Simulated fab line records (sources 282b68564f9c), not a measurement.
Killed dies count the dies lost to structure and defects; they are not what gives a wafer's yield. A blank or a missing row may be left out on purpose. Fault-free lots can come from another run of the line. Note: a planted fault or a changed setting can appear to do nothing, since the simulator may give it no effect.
8D (eight disciplines) problem report, filled in by code ; flow rit_cmos ; the parts of the form that need people (team, actions taken, sign-off) are left out

1. WHAT WENT WRONG
Mean of run_length_s at RIT_NWELL_SOFTBAKE_02: 94.27 s across 9 wafers in 3 lots; on wafers with no fault it is 89.20 s (standard deviation 0.19). Measured from the usual mean, that is +27 standard deviations.
The step: time 60 s.
Earliest sighting: wafer L110.2 on litho_track-03 at day 3 03:26. Wafers with a number at this step in the record: 45, from 15 lots. The rule behind "out" and "out of limits": a value lying over 4 standard deviations away from the usual mean. The other wafers with a number count as sound.

2. WHAT IT IS AND WHAT IT IS NOT
question;is;is not
which readings at this step;run_length_s;-
which lots;L110, L111, L112;L104, L105, L107, L108, L109, L115, L121, L123, L124, L125, L126, L127
which wafers of those lots;all that have a number;-
read on which tools;litho_track-03;litho_track-01, litho_track-04
when;from day 3 03:26;"up to then (15 sound wafers); but 21 sound wafers of L115, L121, L123, L124, L125, L126, L127 came after"

3. SUSPECTS, AND WHAT RULES EACH OUT
Counting: a tool at a process step up to the reading stays a suspect if it ran every lot that is out and no sound lot after the first of them.
- litho_track-03 at RIT_NWELL_SOFTBAKE_02 (time 60 s): kept. Every lot that is out went through it, starting with L110 (day 3 03:26), and after that it ran no sound lot; the last sound lot it ran before then is L109 (day 2 23:06). Out on those wafers are its own readings of run_length_s.
Remaining after the count: litho_track-03 at RIT_NWELL_SOFTBAKE_02.

4. THE CAUSE (what the simulator had put in)
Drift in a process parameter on litho_track-03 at RIT_NWELL_SOFTBAKE_02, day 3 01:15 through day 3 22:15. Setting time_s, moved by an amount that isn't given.
Only this tool survived the counting.

5. SEQUENCE OF EFFECTS, ordered by route
Rows list readings where the struck wafers' mean (over those with a number) sits beyond 3 standard deviations from the usual. Scope: only readings with a usual standard deviation given in the record; hours: median across lots of the time from each lot's start at the first step in this table that gives one to its start at this step; sigmas: change in usual standard deviations.
hours;step;reading;usual;on struck wafers;change;sigmas
0;RIT_NWELL_SOFTBAKE_02;run_length_s;89.20 s;94.27;+5.07;+27
Here are the process steps it includes:
- RIT_NWELL_SOFTBAKE_02: time 60 s.

6. HOW IT WOULD HAVE BEEN CAUGHT EARLIER
In this record the first reading out of limits was taken at day 3 03:26, 2 hours after the fault began at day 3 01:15.
